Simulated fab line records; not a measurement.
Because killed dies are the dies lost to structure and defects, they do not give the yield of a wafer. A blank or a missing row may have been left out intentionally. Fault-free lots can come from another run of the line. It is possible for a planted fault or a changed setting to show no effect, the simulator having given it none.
Chamber matching    flow berkeley cmos170    rie diel-03 running UCB170_ZERO_ETCH_06: 4 sister chambers
The step etches SiO2 in CHF3/CF4/Ar, time 12 s. 16 wafers are shown with their chamber, then 8 later ones without.

EACH WAFER AND ITS CHAMBER
wafer   chamber  drypump motor current A (A)  throttle valve pct (%)  oes product au (a.u.)
L829.2  3        5.0                          9.16                    0.612
L829.4  2        6.2                          9.34                    0.612
L829.6  1        5.5                          9.31                    0.628
L833.1  0        5.7                          9.15                    0.620
L833.2  1        5.6                          9.32                    0.627
L833.5  1        5.6                          9.32                    0.623
L835.1  1        5.6                          9.34                    0.624
L835.5  0        5.7                          9.17                    0.628
L835.6  1        5.6                          9.33                    0.623
L836.1  3        4.9                          9.14                    0.606
L836.3  2        6.2                          9.34                    0.630
L836.4  0        5.7                          9.15                    0.613
L837.2  0        5.7                          9.13                    0.626
L837.5  3        5.0                          9.16                    0.614
L837.6  0        5.7                          9.16                    0.618
L840.2  1        5.5                          9.35                    0.619

SIGNATURES (means of the wafers above)
reading                  chamber 0  chamber 1  chamber 2  chamber 3  scatter within a chamber
drypump motor current A  5.700      5.567      6.200      4.967      0.0408
throttle valve pct       9.1520     9.3283     9.3400     9.1533     0.0136
oes product au           0.62100    0.62400    0.62100    0.61067    0.00575
Rule: for a wafer and a chamber, the distance is found by dividing, reading by reading, the gap between the wafer's reading and the chamber's mean by the reading's scatter, squaring, summing and taking the root. If the next closest chamber is less than 2 further off than the closest, the wafer can't be placed; otherwise it belongs to the closest. How the scatter is found: for the shown wafers, subtract from each reading the mean of its chamber, square and add these, divide the total by (wafers less chambers), then take the root.

WAFERS WITH NO CHAMBER GIVEN
wafer   drypump motor current A (A)  throttle valve pct (%)  oes product au (a.u.)
L840.4  5.0                          9.15                    0.613
L840.6  5.6                          9.35                    0.617
L846.4  6.2                          9.33                    0.615
L846.5  5.7                          9.16                    0.626
L846.6  5.6                          9.32                    0.628
L847.2  6.2                          9.35                    0.619
L847.3  5.6                          9.34                    0.620
L847.4  5.0                          9.14                    0.610

EACH ONE'S CHAMBER
wafer   from the rows above  in truth
L840.4  3                    3
L840.6  1                    1
L846.4  2                    2
L846.5  0                    0
L846.6  1                    1
L847.2  2                    2
L847.3  1                    1
L847.4  3                    3
Correctly placed: 8 of 8. Number that these rows cannot place: 0. Number placed wrongly: 0.
